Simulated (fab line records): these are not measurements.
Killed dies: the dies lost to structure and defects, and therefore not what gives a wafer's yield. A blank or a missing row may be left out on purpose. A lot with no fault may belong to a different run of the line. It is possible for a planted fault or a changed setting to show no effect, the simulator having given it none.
Check for tools in common + flow rit-cmos + Sampled: 15 lots, 45 wafers

## REASON FOR OPENING
Of 15 lots, 3 have the reading FOX1_OXIDE_THK flagged at RIT_FOX1_THK_MEAS_01. No-fault wafers: 345 nm, standard deviation 6.
Rule: a lot is flagged when every wafer of it that has a number lies more than 4 standard deviations from that mean, or none has a number. The rest of the lots are taken to be sound.

| lot  | measured    | on            | FOX1_OXIDE_THK (nm), wafer by wafer | flag    |
|------|-------------|---------------|-------------------------------------|---------|
| L700 | day 1 18:59 | film-metro-04 | 340 345 340                         |         |
| L701 | day 2 00:12 | film-metro-03 | 348 347 348                         |         |
| L702 | day 2 03:01 | film-metro-03 | 344 345 348                         |         |
| L703 | day 2 07:57 | film-metro-04 | 341 350 349                         |         |
| L704 | day 2 12:56 | film-metro-03 | 357 357 356                         |         |
| L705 | day 2 20:06 | film-metro-01 | 351 355 350                         |         |
| L706 | day 2 23:08 | film-metro-01 | 349 349 350                         |         |
| L709 | day 3 15:23 | film-metro-03 | 355 358 351                         |         |
| L710 | day 3 19:56 | film-metro-04 | 343 339 338                         |         |
| L711 | day 4 01:19 | film-metro-04 | 513 512 511                         | FLAGGED |
| L713 | day 4 09:58 | film-metro-03 | 348 342 343                         |         |
| L717 | day 5 08:05 | film-metro-03 | 511 521 510                         | FLAGGED |
| L718 | day 5 12:52 | film-metro-03 | 348 344 347                         |         |
| L721 | day 6 08:55 | film-metro-04 | 521 526 527                         | FLAGGED |
| L723 | day 6 14:05 | film-metro-01 | 342 335 348                         |         |
The mean of the flagged lots' numbers is 517 nm, +172 nm from the usual (+29 standard deviations).

## TOOL THAT RAN EACH LOT
The record holds 1 process step before the reading, out of a route of 202 steps. Cell contents, in order: the tool; ch with the chambers the sampled wafers went through; the start.
| lot  | flag    | RIT_FOX1_OXIDATION_00                                         |
|------|---------|---------------------------------------------------------------|
| L700 |         | furnace-04 ch 0, day 1 17:40                                  |
| L701 |         | furnace-04 ch 0, day 1 22:53                                  |
| L702 |         | furnace-03 ch 0, day 2 01:41                                  |
| L703 |         | furnace-03 ch 0, day 2 06:38                                  |
| L704 |         | furnace-01 ch 0, day 2 11:37                                  |
| L705 |         | furnace-03 ch 0, day 2 18:47                                  |
| L706 |         | furnace-01 ch 0, day 2 21:49                                  |
| L709 |         | furnace-04 ch 0, day 3 14:03                                  |
| L710 |         | furnace-03 ch 0, day 3 18:37                                  |
| L711 | FLAGGED | furnace-01 ch 0, day 3 22:30                                  |
| L713 |         | furnace-04 ch 0, day 4 08:39                                  |
| L717 | FLAGGED | furnace-04 ch 0, day 5 04:38 and furnace-01 ch 0, day 5 06:46 |
| L718 |         | furnace-03 ch 0, day 5 11:34                                  |
| L721 | FLAGGED | furnace-03 ch 0, day 6 03:53 and furnace-01 ch 0, day 6 07:35 |
| L723 |         | furnace-01 ch 0, day 6 12:47                                  |
What the steps here do:
- RIT_FOX1_OXIDATION_00: target thk 350.7 nm, ox time 1130 s.
- RIT_FOX1_THK_MEAS_01

## FLAGGED OVER TOTAL, TOOL BY TOOL (the gauges that took the reading come last)
| step                  | tool          | lots run | flagged | share of the flagged lots | sound lots run after its first flagged lot |
|-----------------------|---------------|----------|---------|---------------------------|--------------------------------------------|
| RIT_FOX1_OXIDATION_00 | furnace-01    | 6        | 3       | all                       | 1 (L723)                                   |
| RIT_FOX1_OXIDATION_00 | furnace-03    | 6        | 1       | some                      | 0                                          |
| RIT_FOX1_OXIDATION_00 | furnace-04    | 5        | 1       | some                      | 0                                          |
| RIT_FOX1_THK_MEAS_01  | film-metro-01 | 3        | 0       | none                      | -                                          |
| RIT_FOX1_THK_MEAS_01  | film-metro-03 | 7        | 1       | some                      | 1 (L718)                                   |
| RIT_FOX1_THK_MEAS_01  | film-metro-04 | 5        | 2       | some                      | 0                                          |

## THE TABLE: WHAT IT ALLOWS
In the table, 1 row covers all flagged lots: furnace-01 at RIT_FOX1_OXIDATION_00.
- furnace-01 at RIT_FOX1_OXIDATION_00: 3 of its 6 lots flagged. Sound lots ran on it after the first flagged one (L723), which a lasting fault on the whole tool wouldn't allow.
None of the table's rows ran every flagged lot and, after the first, no sound lot.

## WHAT THE SIMULATOR HAD PUT IN
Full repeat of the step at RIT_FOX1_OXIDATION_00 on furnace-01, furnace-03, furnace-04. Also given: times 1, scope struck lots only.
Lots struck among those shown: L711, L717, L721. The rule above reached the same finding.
